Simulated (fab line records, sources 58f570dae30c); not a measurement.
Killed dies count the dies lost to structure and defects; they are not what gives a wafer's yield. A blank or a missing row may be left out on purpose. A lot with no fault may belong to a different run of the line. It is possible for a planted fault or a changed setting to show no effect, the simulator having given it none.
Matching of chambers :: flow berkeley_cmos170 :: UCB170_V2_CMP_02 on cmp-02: 4 sister chambers
The step polishes SiO2. 8 wafers are shown with their chamber, then 8 later ones without.

WAFERS PAIRED WITH THEIR CHAMBERS
wafer: L942.5
chamber: 0
motor_current_A (A): 12.3

wafer: L942.6
chamber: 1
motor_current_A (A): 16.4

wafer: L944.6
chamber: 1
motor_current_A (A): 16.3

wafer: L946.2
chamber: 0
motor_current_A (A): 12.0

wafer: L946.5
chamber: 3
motor_current_A (A): 17.6

wafer: L949.4
chamber: 3
motor_current_A (A): 18.2

wafer: L949.5
chamber: 2
motor_current_A (A): 16.4

wafer: L953.4
chamber: 2
motor_current_A (A): 15.2

WAFERS WITHOUT THEIR CHAMBER
wafer: L953.5
motor_current_A (A): 12.3

wafer: L953.6
motor_current_A (A): 17.0

wafer: L954.3
motor_current_A (A): 12.7

wafer: L954.4
motor_current_A (A): 16.4

wafer: L954.6
motor_current_A (A): 12.3

wafer: L955.1
motor_current_A (A): 17.5

wafer: L955.3
motor_current_A (A): 12.4

wafer: L955.6
motor_current_A (A): 16.8

THE CHAMBER EACH PASSED THROUGH
wafer: L953.5
from the rows above: 0
in truth: 0

wafer: L953.6
from the rows above: can't be placed: 1 or 3 or 2
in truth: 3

wafer: L954.3
from the rows above: 0
in truth: 0

wafer: L954.4
from the rows above: can't be placed: 1 or 2
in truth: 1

wafer: L954.6
from the rows above: 0
in truth: 0

wafer: L955.1
from the rows above: can't be placed: 3 or 1
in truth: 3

wafer: L955.3
from the rows above: 0
in truth: 0

wafer: L955.6
from the rows above: can't be placed: 1 or 2 or 3
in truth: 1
Placed correctly: 4 of 8. Unplaceable from these rows: 4, with the true chamber sitting among the candidates in 4. Number placed wrongly: 0.
How it was worked out, from the rows above alone: a wafer's distance from a chamber is the root of the sum, over the readings, of the square of ((its reading less the chamber's mean) divided by the reading's scatter). The wafer belongs to the nearest chamber; if the next one is less than 2 further off, it can't be placed. Each chamber's mean is taken over the wafers shown for it. The scatter is the square root of a quotient: the sum, over the shown wafers, of each reading's squared deviation from its chamber's mean, divided by wafers minus chambers.
